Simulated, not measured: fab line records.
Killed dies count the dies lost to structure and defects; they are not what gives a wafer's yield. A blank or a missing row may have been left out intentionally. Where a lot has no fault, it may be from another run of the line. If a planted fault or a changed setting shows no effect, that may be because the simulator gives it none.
Code-filled problem report in 8D (eight disciplines) form + flow berkeley cmos170 + the parts of the form that need people (team, actions taken, sign-off) are left out

== 1. THE PROBLEM ==
V1_POLISHED_THK at UCB170_V1_THK_MEAS_04 reads a mean of 751.0 nm on 2 wafers of 1 lot; wafers without a fault read 1000.1 nm with a standard deviation of 1.6. That is -99 or more standard deviations from the usual mean.
First observed at day 8 19:19: wafer L396.3, on film metro-01. At this step, 39 wafers from 13 lots have a number in the record. By rule, "out" or "out of limits" means more than 4 standard deviations away from the usual mean. All remaining wafers that have a number are taken as sound.

== 2. WHAT IT IS; WHAT IT IS NOT ==
| question                    | is               | is not                                                                                                   |
|-----------------------------|------------------|----------------------------------------------------------------------------------------------------------|
| which readings at this step | V1_POLISHED_THK  | -                                                                                                        |
| which lots                  | L396             | L389, L390, L391, L392, L394, L405, L407, L408, L409, L410, L411, L412                                   |
| which wafers of those lots  | L396.3, L396.5   | L396.2                                                                                                   |
| read on which gauges        | film metro-01    | film metro-02, film metro-03                                                                             |
| when                        | from day 8 19:19 | up to then (16 sound wafers); but 21 sound wafers of L405, L407, L408, L409, L410, L411, L412 came after |

== 3. THE SUSPECTS, EACH WITH WHAT RULES IT OUT ==
Counting: if a tool at a process step up to the reading ran every lot that is out, it stays a suspect. Sound lots after the first of them don't rule it out here, since some wafers of a struck lot are sound.
- ruled out: the gauge at UCB170_V1_THK_MEAS_04. All the wafers that are out were read on film metro-01, but those of them that UCB170_V1_ETCH_14 has rows for are out there too, on other tools.
- rtp anneal-02 at UCB170_SILICIDE_RTA_04 (time 15 s): kept. L396, the lot that is out, went through it at day 8 08:05; up to then, the latest sound lot through it was L394 at day 8 07:30.
- cmp-02 at UCB170_V1_CMP_02 (polishes SiO2): kept. L396, the lot that is out, went through it at day 8 18:53; up to then, the latest sound lot through it was L391 at day 7 18:04.
- The sound lot-mates ran in chamber 1 of cmp-02 at UCB170_V1_CMP_02, but the wafers that are out ran in chamber 2.
Remaining after the count are rtp anneal-02 at UCB170_SILICIDE_RTA_04 and cmp-02 at UCB170_V1_CMP_02.

== 4. THE CAUSE (what the simulator had put in) ==
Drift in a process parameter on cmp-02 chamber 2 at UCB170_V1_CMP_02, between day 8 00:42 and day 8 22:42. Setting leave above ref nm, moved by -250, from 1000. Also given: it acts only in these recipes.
Of the 2 suspects that counting leaves, this tool is one.

== 5. THE EFFECT CHAIN, in route order ==
One row per reading whose mean, taken over the struck wafers that have a number, lies over 3 standard deviations from the usual. Only readings for which the record gives a usual standard deviation are gone through. hours: the time from each lot's start at the first step in this table that gives one to its start at this step, as a median over the lots. sigmas: the change in usual standard deviations.
| hours | step                  | reading         | usual      | on struck wafers | change | sigmas      |
|-------|-----------------------|-----------------|------------|------------------|--------|-------------|
| 0     | UCB170_V1_THK_MEAS_04 | V1_POLISHED_THK | 1000.1 nm  | 751.0            | -249.1 | -99 or more |
| 2     | UCB170_V1_ETCH_14     | oes product au  | 0.865 a.u. | 0.748            | -0.117 | -11         |
The process steps in it:
- UCB170_V1_ETCH_14: etches SiO2 in CHF3/CF4/Ar, stops on Al, target depth 1250 nm, time 291 s.
Later measuring or inspecting steps at which every struck wafer that the step has a row for has a number for every such reading, and none has moved that far: UCB170_V1_CD_MEAS_90.

== 6. WHAT WOULD HAVE CAUGHT IT SOONER ==
In this record the first reading out of limits at a measuring or inspecting step was taken at day 8 19:19, 19 hours after the fault began at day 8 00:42.
An alarm limit of 4 standard deviations would not have fired on the tool readings at UCB170_V1_CMP_02 for which the record gives a usual standard deviation, since none of them was out on any struck wafer.
Lots out: 1; all had begun UCB170_V1_CMP_02 on cmp-02 by day 8 19:19. Holding the tool at that point would not have protected any of them.
